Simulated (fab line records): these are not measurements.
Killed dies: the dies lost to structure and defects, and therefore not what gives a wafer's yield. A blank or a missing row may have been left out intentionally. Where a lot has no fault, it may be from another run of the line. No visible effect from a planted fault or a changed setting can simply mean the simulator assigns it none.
A lot that was struck, set against a sound lot + flow rit_cmos + 18 steps out of a route of 202
Sound: wafers L359.1, L359.3, L359.6. The struck wafers were L363.1, L363.4, L363.5. The cause is named last.
For every step that has rows: the tool of each side, followed by ch and its chambers, followed by its first start. Under that, the readings that differ: sound wafers + struck wafers + difference of the means + sigmas: that difference in standard deviations of wafers without a fault.
alike: readings with means less than 2 such deviations apart, plus words and numbers identical on both sides. not compared: withheld readings, readings lacking a value on some wafer, bounds such as >300 that could conceal the same value, and numbers that have no deviation in the record and whose values overlap.
A row with sigmas, a row that says differs or no value, or rows on one side alone: a step with any of these is where the two part. Numbers that don't overlap but have no deviation are shown without sigmas and don't part them. Lack of a reading on every wafer of one side parts them only where that side has two or more wafers.

first, 2 steps without rows for these wafers: RIT_ACTIVE_CLEAN_17 (cleans in SC2, time 600 s); RIT_FOX1_OXIDATION_00 (target thk 350.7 nm, ox time 1130 s).
RIT_FOX1_THK_MEAS_01:
  sound on film_metro-04, day 4 09:49; struck on film_metro-02, day 5 05:56
  alike: FOX1_OXIDE_THK
then, 2 steps without rows for these wafers: RIT_FOX1_WET_ETCH_02 (etches SiO2 in BOE, target depth 350 nm, time 390 s); RIT_FOX2_OXIDATION_00 (target thk 350.7 nm, ox time 1130 s).
RIT_FOX2_THK_MEAS_01:
  sound on film_metro-03, day 4 11:19; struck on film_metro-01, day 5 07:33
  alike: FOX2_OXIDE_THK
then, 2 steps without rows for these wafers: RIT_FOX2_CLEAN_02 (cleans in dHF, time 180 s); RIT_FOX2_WET_ETCH_03 (etches Si3N4 in H3PO4, target depth 195 nm, time 2700 s).
RIT_FOX2_THK_MEAS_90:
  sound on film_metro-01, day 4 12:16; struck on film_metro-04, day 5 08:29
  alike: FIELD_OXIDE_LEFT_1_THK
then, 3 steps without rows for these wafers: RIT_NWELL_HMDS_00 (prime time 60 s); RIT_NWELL_COAT_01 (resist thk 1300 nm); RIT_NWELL_SOFTBAKE_02 (time 60 s).
RIT_NWELL_EXPOSE_03: exposes mask M2, target cd 43900 nm.
  sound on iline_stepper-01 ch 0, day 4 12:54; struck on iline_stepper-02 ch 0, day 5 09:07
| reading                       | sound                | struck               | difference | sigmas |
|-------------------------------|----------------------|----------------------|------------|--------|
| model.NWELL.overlay_x_nm (nm) | -1.903 -1.903 -1.903 | -150.1 -150.1 -150.1 | -148.2     |        |
  alike: mask
then, 2 steps without rows for these wafers: RIT_NWELL_PEB_04; RIT_NWELL_DEVELOP_05 (develop time 68 s).
RIT_NWELL_OVL_MEAS_06:
  sound on overlay-02, day 4 13:20; struck on overlay-01, day 5 09:33
| reading        | sound          | struck               | difference | sigmas      |
|----------------|----------------|----------------------|------------|-------------|
| NWELL_OVL (nm) | -1.3 -0.9 -0.8 | -149.5 -149.0 -149.7 | -148.4     | -99 or more |
then, 1 step without rows for these wafers: RIT_NWELL_HARDBAKE_07 (time 120 s).
RIT_M1_PROBE_99:
  sound on prober-01, day 6 01:28; struck on prober-01, day 6 22:14
| reading                                 | sound             | struck          | difference | sigmas |
|-----------------------------------------|-------------------|-----------------|------------|--------|
| model.etest.well_edge_right.line_ohm_um | 181.2 181.8 179.9 | 187.9 188.9 187 | +7.0       |        |
| model.etest.well_edge_left.line_ohm_um  | 180.6 182.1 180.8 | 172 173.6 173.2 | -8         |        |
  alike: killed_at_contacts, killed_at_front_end, killed_dies, killed_open, killed_short

## WHERE THEY PART
Only at RIT_NWELL_OVL_MEAS_06, as far as this record shows. Later steps at which nothing parts them and some readings are alike: RIT_M1_PROBE_99.

WHY: what the simulator had put in
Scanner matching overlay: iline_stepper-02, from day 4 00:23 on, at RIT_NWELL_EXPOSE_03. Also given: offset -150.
